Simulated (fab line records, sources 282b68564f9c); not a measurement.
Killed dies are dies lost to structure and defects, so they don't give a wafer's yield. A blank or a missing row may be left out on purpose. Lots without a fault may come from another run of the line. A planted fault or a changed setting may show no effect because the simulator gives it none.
fab line records | flow rit_cmos
record lots=6 wafers=18 last_day=6
route steps=202 shown SILICIDE@162 CONTACT@168
lots that met no fault: from a run of the same line without faults
start_h: hours from the record's first day to the start of the lot's first wafer shown | wait_h: hours since the lot's step before | " the same as in the row above | L1.1+2: a row that stands for several wafers | - no value, or no start given | * or withheld: withheld | < > ~ a bound
route shown NAME@n: a module of which the file shows steps, and the number in the route of the first | usual: mean/standard deviation of fault-free wafers | same: alike in all rows | chamber/n: place in a boat | sites: the reading at each site | _std_site: their standard deviation | _edge_site: outer sites' mean less inner sites' | radius_mm: how far each site lies from the wafer's centre | mask NAME#n: copy n | behind: the tool/chamber that last shaped the wafer | hold: why the lot was held/for how many hours/how that ended | device: the transistor (n, p or np) that didn't switch | end of line: the same wafers' tests at the end of the route | a step without rows: its recipe alone | killed: dies lost to structure and defects at the first sort, not the wafer's yield | map: a wafer's dies, x killed, . not, _ none there
set.NAME: the setting as run; set.NAME@STEP: as run at that earlier step | model.NAME: the simulator's own value behind a step, which no gauge read
lots at some steps of the route; a table a step, a row a wafer
services: from which hour (start_h, from the record's first day; less than 0 if before it) a tool's chamber was out of use, for how many hours, and why
## steps
# step RIT_SILICIDE_SPUTTER_01
# recipe material=Ti target_thk_nm=30 power_w=350 chamber_pressure_pa=0.667 gas=Ar time_s=240 substrate_temp_c=25
# usual throttle_valve_pct=30.4/1.1
# columns lot.wafer tool chamber start_h wait_h throttle_valve_pct
L973.1 pvd_sputter-03 - 72.92 0.0 30.4
L973.3 " - " " 30.7
L973.5 " - " " 30.6
L983.1 pvd_sputter-04 - 111.47 0.0 31.0
L983.4 " - " " 28.9
L983.5 " - " " 28.6
L984.1 pvd_sputter-03 - 114.36 0.0 30.7
L984.3 " - " " 30.0
L984.5 " - " " 30.0
L987.1 pvd_sputter-03 - 126.66 0.0 30.4
L987.4 " - " " 30.5
L987.5 " - " " 30.2
L988.1 pvd_sputter-04 - 131.79 0.0 30.7
L988.4 " - " " 28.7
L988.5 " - " " 31.1
L991.3 pvd_sputter-04 - 145.58 0.0 28.8
L991.4 " - " " 31.4
L991.6 " - " " 31.1
# step RIT_SILICIDE_RS_MEAS_02
# recipe thk_meas_gauge=four-point-probe reads=Ti_of_SILICIDE_SPUTTER_01
# usual SILICIDE_TI_RS=47.6/0.63
# columns lot.wafer tool chamber start_h wait_h SILICIDE_TI_RS[ohm/sq]
L973.1 film_metro-02 - 73.07 0.1 47.7
L973.3 " - " " 48.4
L973.5 " - " " 48.1
L983.1 film_metro-02 - 111.62 0.1 46.9
L983.4 " - " " 46.8
L983.5 " - " " 47.0
L984.1 film_metro-01 - 114.51 0.1 47.6
L984.3 " - " " 47.6
L984.5 " - " " 47.6
L987.1 film_metro-01 - 126.81 0.1 47.0
L987.4 " - " " 47.7
L987.5 " - " " 47.3
L988.1 film_metro-04 - 131.94 0.1 48.0
L988.4 " - " " 47.6
L988.5 " - " " 47.5
L991.3 film_metro-01 - 145.77 0.1 47.6
L991.4 " - " " 47.7
L991.6 " - " " 47.9
# step RIT_SILICIDE_THK_MEAS_03
# recipe thk_meas_gauge=xrf reads=Ti_of_SILICIDE_SPUTTER_01
# usual SILICIDE_TI_THK=30.6/0.35
# columns lot.wafer tool chamber start_h wait_h SILICIDE_TI_THK[nm]
L973.1 film_metro-02 - 73.19 0.1 30.6
L973.3 " - " " 30.2
L973.5 " - " " 30.5
L983.1 film_metro-02 - 111.74 0.1 31.2
L983.4 " - " " 31.2
L983.5 " - " " 31.2
L984.1 film_metro-01 - 114.63 0.1 30.5
L984.3 " - " " 30.4
L984.5 " - " " 30.5
L987.1 film_metro-01 - 126.93 0.1 30.6
L987.4 " - " " 30.5
L987.5 " - " " 30.6
L988.1 film_metro-04 - 132.06 0.1 30.3
L988.4 " - " " 30.5
L988.5 " - " " 30.4
L991.3 film_metro-01 - 145.87 0.1 30.3
L991.4 " - " " 30.4
L991.6 " - " " 30.3
# step RIT_SILICIDE_RTA_04
# recipe temp_c=650 time_s=10 idle_temp_c=25 ramp_up_s=5 ramp_down_s=5 cool_to_c=25 ambient=N2
# usual wafer_temp_C_max=652.5/0.79
# columns lot.wafer tool chamber start_h wait_h wafer_temp_C_max
L973.1 rtp_anneal-02 0 73.25 0.1 651.1
L973.3 " 0 " " 652.3
L973.5 " 0 " " 652.1
L983.1 rtp_anneal-01 0 111.80 0.1 652.6
L983.4 " 0 " " 653.0
L983.5 " 0 " " 652.7
L984.1 rtp_anneal-02 0 114.69 0.1 651.5
L984.3 " 0 " " 652.7
L984.5 " 0 " " 651.9
L987.1 rtp_anneal-01 0 126.99 0.1 653.0
L987.4 " 0 " " 652.9
L987.5 " 0 " " 653.1
L988.1 rtp_anneal-02 0 132.12 0.1 652.6
L988.4 " 0 " " 652.1
L988.5 " 0 " " 652.5
L991.3 rtp_anneal-01 0 145.93 0.1 652.8
L991.4 " 0 " " 652.8
L991.6 " 0 " " 652.7
# step RIT_SILICIDE_WET_ETCH_05
# recipe chemistry=SPM target=Ti temp_c=90 time_s=120 dry=n2_spin
# step RIT_SILICIDE_RTA_06
# recipe temp_c=750 time_s=10 idle_temp_c=25 ramp_up_s=5 ramp_down_s=10 cool_to_c=25 ambient=N2
# usual wafer_temp_C_max=753.1/0.87
# columns lot.wafer tool chamber start_h wait_h wafer_temp_C_max
L973.1 rtp_anneal-01 0 73.36 0.0 754.1
L973.3 " 0 " " 752.3
L973.5 " 0 " " 753.7
L983.1 rtp_anneal-02 0 111.91 0.0 752.5
L983.4 " 0 " " 752.7
L983.5 " 0 " " 752.6
L984.1 rtp_anneal-01 0 114.80 0.0 753.4
L984.3 " 0 " " 752.7
L984.5 " 0 " " 754.0
L987.1 rtp_anneal-02 0 127.10 0.0 753.0
L987.4 " 0 " " 752.3
L987.5 " 0 " " 752.0
L988.1 rtp_anneal-01 0 132.23 0.0 752.2
L988.4 " 0 " " 753.0
L988.5 " 0 " " 753.2
L991.3 rtp_anneal-02 0 146.04 0.0 752.0
L991.4 " 0 " " 752.3
L991.6 " 0 " " 753.4
# step RIT_CONTACT_CVD_00
# recipe material=SiO2 target_thk_nm=400 precursor=TEOS temp_c=390 time_s=61 rf_w=400
# usual heater_power_w=346/52 susceptor_temp_C=390.01/0.2
# columns lot.wafer tool chamber start_h wait_h heater_power_w susceptor_temp_C
L973.1 pecvd-01 0 73.42 0.1 409 390.24
L973.3 " 1 " " 275 390.03
L973.5 " 2 " " 375 389.95
L983.1 pecvd-01 1 111.97 0.1 304 390.23
L983.4 " 0 " " 429 389.86
L983.5 " 2 " " 417 389.94
L984.1 pecvd-02 1 114.86 0.1 384 390.20
L984.3 " 0 " " 310 389.95
L984.5 " 2 " " 341 389.90
L987.1 pecvd-02 2 127.17 0.1 291 390.06
L987.4 " 2 " " 315 390.22
L987.5 " 1 " " 300 389.94
L988.1 pecvd-04 0 132.29 0.1 317 389.79
L988.4 " 1 " " 346 389.78
L988.5 " 2 " " 394 390.03
L991.3 pecvd-04 2 146.08 0.0 365 389.86
L991.4 " 0 " " 335 389.77
L991.6 " 2 " " 371 389.79
# step RIT_CONTACT_THK_MEAS_01
# recipe reads=SiO2_of_CONTACT_CVD_00
# usual CONTACT_TEOS_THK=400/4.3
# columns lot.wafer tool chamber start_h wait_h CONTACT_TEOS_THK[nm]
L973.1 film_metro-03 - 73.48 0.0 394
L973.3 " - " " 395
L973.5 " - " " 403
L983.1 film_metro-03 - 112.02 0.0 399
L983.4 " - " " 404
L983.5 " - " " 406
L984.1 film_metro-03 - 114.91 0.0 395
L984.3 " - " " 400
L984.5 " - " " 398
L987.1 film_metro-03 - 127.22 0.0 396
L987.4 " - " " 403
L987.5 " - " " 404
L988.1 film_metro-01 - 132.34 0.0 400
L988.4 " - " " 405
L988.5 " - " " 405
L991.3 film_metro-02 - 146.15 0.0 397
L991.4 " - " " 405
L991.6 " - " " 402
# step RIT_CONTACT_HMDS_02
# recipe prime_time_s=60 prime_temp_c=140
# step RIT_CONTACT_COAT_03
# recipe resist=NOVOLAK spin_rpm=3250 resist_thk_nm=1000
# step RIT_CONTACT_SOFTBAKE_04
# recipe resist=NOVOLAK temp_c=90 time_s=60
# step RIT_CONTACT_EXPOSE_05
# recipe mask_id=M11 na=0.6 source_shape=conventional sigma_outer=0.5 target_cd_nm=1000 dose_mj=250
# step RIT_CONTACT_PEB_06
# recipe resist=NOVOLAK temp_c=withheld time_s=withheld
# usual chill_plate_temp_C=* exhaust_pa=44.7/0.85
# columns lot.wafer tool chamber start_h wait_h chill_plate_temp_C exhaust_pa
L973.1 litho_track-01 0 74.10 0.1 * 46.0
L973.3 " 0 " " * 44.9
L973.5 " 0 " " * 44.9
L983.1 litho_track-04 - 113.06 0.4 - -
L983.4 " - " " - -
L983.5 " - " " - -
L984.1 litho_track-03 - 115.67 0.1 - -
L984.3 " - " " - -
L984.5 " - " " - -
L987.1 litho_track-03 0 127.97 0.1 * 42.9
L987.4 " 0 " " * 45.2
L987.5 " 0 " " * 44.9
L988.1 litho_track-03 0 133.10 0.1 * 42.2
L988.4 " 0 " " * 44.3
L988.5 " 0 " " * 44.6
L991.3 litho_track-03 0 146.94 0.1 * 45.1
L991.4 " 0 " " * 43.6
L991.6 " 0 " " * 44.4
# step RIT_CONTACT_DEVELOP_07
# recipe resist=NOVOLAK develop_time_s=120 dev_temp_c=23
## services
# columns tool chamber start_h hours kind
pecvd-01 - 50.15 1.2 repair
pecvd-04 - 89.48 2.9 repair
rtp_anneal-02 - 127.17 4.4 pm
pecvd-01 1 135.06 - calibration
## key
first_sign step=RIT_CONTACT_PEB_06 reading=tool_record direction=missing
effect none on later readings
met_at RIT_CONTACT_PEB_06
struck_wafers L983.1,L983.4,L983.5,L984.1,L984.3,L984.5
sort_left_out L983.1,L983.4,L983.5,L984.1,L984.3,L984.5
tester_left_out L983,L984
fault kind=skipped_step_whole tool=litho_track-03,litho_track-04 chamber=- onset_h=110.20 steps=RIT_CONTACT_PEB_06 scope=struck_lots_only
# tester_left_out: of these lots the tester's yield and bins aren't shown, on N5 and GAA mostly nor the transistor test; their killed dies are dies lost to structure and defects alone, not to doping, threshold or leakage, so they don't give the yield
# sort_left_out: the simulated sort isn't trusted on such a fault, so these wafers' sort isn't shown, and their yield isn't known
